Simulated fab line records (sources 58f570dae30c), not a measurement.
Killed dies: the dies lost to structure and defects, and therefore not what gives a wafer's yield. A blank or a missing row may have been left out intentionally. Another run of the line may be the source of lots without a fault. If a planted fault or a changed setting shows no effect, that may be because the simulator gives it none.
A lot that was struck, set against a sound lot -- flow berkeley_cmos170 -- 31 out of 331 route steps
Sound: wafers L596.4, L596.5, L596.6. The struck wafers were L592.2, L592.5, L592.6. The cause is named last.
Each step with rows lists, per side, the tool, then ch with its chambers, then its first start. Under that, the readings that differ: sound wafers -- struck wafers -- difference of the means -- sigmas: that difference in standard deviations of wafers without a fault.
alike: words and numbers the same on both sides, and readings whose means are apart by under 2 such deviations; not compared: readings that were withheld, readings missing a value for some wafer, numbers with overlapping values and no deviation given by the record, and bounds like >300 which may hide the same value.
A row with sigmas, a row that says differs or no value, or rows on one side alone: a step with any of these is where the two part. Non-overlapping numbers with no deviation appear without sigmas and do not part them. Lack of a reading on every wafer of one side parts them only where that side has two or more wafers.

first, 1 step without rows for these wafers: UCB170_SDANNEAL_RTA_01 (time 5 s).
UCB170_SDANNEAL_RS_MEAS_02: the measuring method here is four-point-probe.
  sound on film_metro-01 at day 10 22:58; struck on film_metro-02 at day 10 10:59
  alike: PSD_RS
UCB170_SDANNEAL_RS_MEAS_03: the measuring method here is four-point-probe.
  sound on film_metro-01 at day 10 23:05; struck on film_metro-02 at day 10 11:06
  alike: NSD_RS
UCB170_SDANNEAL_RS_MEAS_04: the measuring method here is four-point-probe.
  sound on film_metro-01 at day 10 23:12; struck on film_metro-02 at day 10 11:13
  alike: PLDD_RS
UCB170_SDANNEAL_RS_MEAS_05: the measuring method here is four-point-probe.
  sound on film_metro-01 at day 10 23:19; struck on film_metro-02 at day 10 11:20
reading,sound,struck,difference,sigmas
NLDD_RS (ohm/sq),613.8 615.0 613.4,617.3 618.0 618.8,+4.0,+2
then, 1 step without rows for these wafers: UCB170_SILICIDE_PRE_CLEAN_00 (preclean etch time 60 s).
UCB170_SILICIDE_SPUTTER_01: material Ti, target thk 30 nm, time 25 s.
  sound on pvd_sputter-04 at day 10 23:27; struck on pvd_sputter-02 at day 10 11:31
  alike: chamber_pressure_pa, throttle_valve_pct
UCB170_SILICIDE_RS_MEAS_02: the measuring method here is four-point-probe.
  sound on film_metro-03 at day 10 23:32; struck on film_metro-01 at day 10 11:34
  alike: SILICIDE_TI_RS
UCB170_SILICIDE_THK_MEAS_03: measures by xrf.
  sound on film_metro-03 at day 10 23:38; struck on film_metro-01 at day 10 11:40
  alike: SILICIDE_TI_THK
UCB170_SILICIDE_RTA_04: time 15 s.
  sound on rtp_anneal-02 ch 0, day 10 23:42; struck on rtp_anneal-02 ch 0, day 10 11:44
reading,sound,struck,difference,sigmas
wafer_temp_C_max,652.2 652.5 652.4,651.2 651.5 650.8,-1.2,-2
  alike: lamp_power_pct
then, 2 steps without rows for these wafers: UCB170_SILICIDE_WET_ETCH_05 (etches Ti in SPM, time 45 s); UCB170_CONTACT_CLEAN_00 (cleans in SPM, time 600 s).
UCB170_CONTACT_CVD_01: deposits PSG from SiH4/O2/PH3, target thk 700 nm, time 2820 s.
  sound on lpcvd-01 ch 1, day 11 00:34; struck on lpcvd-02 ch 0, day 10 13:36
  alike: o2_flow_sccm, spike_tc_source_C
UCB170_CONTACT_THK_MEAS_02:
  sound on film_metro-01 at day 11 02:23; struck on film_metro-01 at day 10 15:24
reading,sound,struck,difference,sigmas
CONTACT_PSG_THK (nm),704 708 705,539 535 536,-169,-22
then, 3 steps without rows for these wafers: UCB170_CONTACT_HMDS_03 (prime time 60 s); UCB170_CONTACT_COAT_04 (resist thk 900 nm); UCB170_CONTACT_SOFTBAKE_05 (time 60 s).
UCB170_CONTACT_STRIP_06: strips in O2.
  sound on plasma_asher-03 ch 0,1, day 11 02:54; struck on plasma_asher-03 ch 0,1, day 10 15:54
  alike: drypump_motor_current_A, o2_flow_sccm, oes_product_au, strip_time_to_endpoint_s
  not compared: rf_hours_counter_h
then, 1 step without rows for these wafers: UCB170_CONTACT_CLEAN_07 (cleans in SPM, time 600 s).
UCB170_CONTACT_RTA_08: time 10 s.
  sound on rtp_anneal-01 ch 0, day 11 03:21; struck on rtp_anneal-02 ch 0, day 10 19:18
reading,sound,struck,difference,sigmas
lamp_power_pct (%),25.6 25.6 25.6,27.2 27.2 27.2,+1.6,+2
  alike: wafer_temp_C_max
then, 6 steps without rows for these wafers: UCB170_CONTACT_COAT_09; UCB170_CONTACT_COAT_10 (resist thk 900 nm); UCB170_CONTACT_SOFTBAKE_11 (time 60 s); UCB170_CONTACT_EXPOSE_12 (exposes mask CONT, target cd 700 nm); UCB170_CONTACT_PEB_13; UCB170_CONTACT_DEVELOP_14 (develop time 45 s).
UCB170_CONTACT_CD_MEAS_15: the cd target is 700 nm.
  sound on cd_sem-02 at day 11 04:19; struck on cd_sem-02 at day 10 20:33
  alike: cd_nm
UCB170_CONTACT_OVL_MEAS_16:
  sound on overlay-02 at day 11 04:24; struck on overlay-02 at day 10 20:40
  alike: CONTACT_OVL
UCB170_CONTACT_ETCH_17: etches BARC in N2/H2.
  sound on rie_diel-03 ch 2,3, day 11 04:25; struck on rie_diel-03 ch 2,3, day 10 20:41
  alike: bias_w, drypump_motor_current_A, oes_product_au, throttle_valve_pct
UCB170_CONTACT_ETCH_18: etches PSG in CHF3/CF4/Ar, stops on TiSi2, target depth 840 nm, time 195 s.
  sound: rie_diel-03 ch 2,3; struck: rie_diel-03 ch 2,3
reading,sound,struck,difference,sigmas
oes_product_au (a.u.),0.887 0.891 0.903,0.785 0.764 0.777,-0.118,-8
  alike: drypump_motor_current_A, mfc_ar_sccm, throttle_valve_pct
  not compared: rf_hours_counter_h
then, 1 step without rows for these wafers: UCB170_CONTACT_STRIP_19 (strips in O2).

WHERE THEY PART
Last at UCB170_CONTACT_ETCH_18 as far as this record goes, first at UCB170_SDANNEAL_RS_MEAS_05.

WHY: what the simulator had put in
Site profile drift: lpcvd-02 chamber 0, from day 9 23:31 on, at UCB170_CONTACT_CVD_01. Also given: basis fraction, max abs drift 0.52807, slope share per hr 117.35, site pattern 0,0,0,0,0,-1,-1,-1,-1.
